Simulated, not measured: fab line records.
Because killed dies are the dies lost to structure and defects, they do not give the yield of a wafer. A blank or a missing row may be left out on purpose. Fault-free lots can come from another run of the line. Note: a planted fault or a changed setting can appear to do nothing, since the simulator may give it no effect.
Matching of chambers || flow berkeley cmos170 || 4 sister chambers for UCB170_PWELL_ETCH_14 on rie diel-01
The step etches Si3N4 in CH3F/Ar/O2, stops on SiO2, target depth 242 nm, time 151 s. 4 wafers are shown with their chamber, then 8 later ones without.

== WAFERS PAIRED WITH THEIR CHAMBERS ==
{"wafer": "L458.4", "chamber": 1, "throttle valve pct (%)": 7.80}
{"wafer": "L461.4", "chamber": 2, "throttle valve pct (%)": 7.89}
{"wafer": "L461.6", "chamber": 0, "throttle valve pct (%)": 8.16}
{"wafer": "L462.2", "chamber": 3, "throttle valve pct (%)": 8.14}

== WAFERS WHOSE CHAMBER IS MISSING ==
{"wafer": "L462.3", "throttle valve pct (%)": 7.89}
{"wafer": "L462.6", "throttle valve pct (%)": 8.13}
{"wafer": "L465.2", "throttle valve pct (%)": 8.13}
{"wafer": "L465.4", "throttle valve pct (%)": 7.89}
{"wafer": "L465.5", "throttle valve pct (%)": 8.13}
{"wafer": "L470.3", "throttle valve pct (%)": 7.88}
{"wafer": "L470.4", "throttle valve pct (%)": 7.82}
{"wafer": "L470.6", "throttle valve pct (%)": 7.90}

== WHICH CHAMBER EACH WENT THROUGH ==
{"wafer": "L462.3", "from the rows above": 2, "in truth": 2}
{"wafer": "L462.6", "from the rows above": "can't be placed: 3 or 0", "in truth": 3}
{"wafer": "L465.2", "from the rows above": "can't be placed: 3 or 0", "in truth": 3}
{"wafer": "L465.4", "from the rows above": 2, "in truth": 2}
{"wafer": "L465.5", "from the rows above": "can't be placed: 3 or 0", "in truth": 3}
{"wafer": "L470.3", "from the rows above": 2, "in truth": 2}
{"wafer": "L470.4", "from the rows above": 1, "in truth": 1}
{"wafer": "L470.6", "from the rows above": 2, "in truth": 2}
Placed correctly: 5 of 8. These rows do not allow placing 3 (true chamber among the candidates in 3). Placed wrongly: 0.
How it was worked out, from the rows above alone: a wafer's distance from a chamber is the root of the sum, over the readings, of the square of ((its reading less the chamber's mean) divided by the reading's scatter). If the next closest chamber is less than 2 further off than the closest, the wafer can't be placed; otherwise it belongs to the closest. Each chamber's mean is taken over the wafers shown for it. The scatter: root of mean squared gap, hidden wafer to nearest shown wafer, with one shown wafer a chamber.
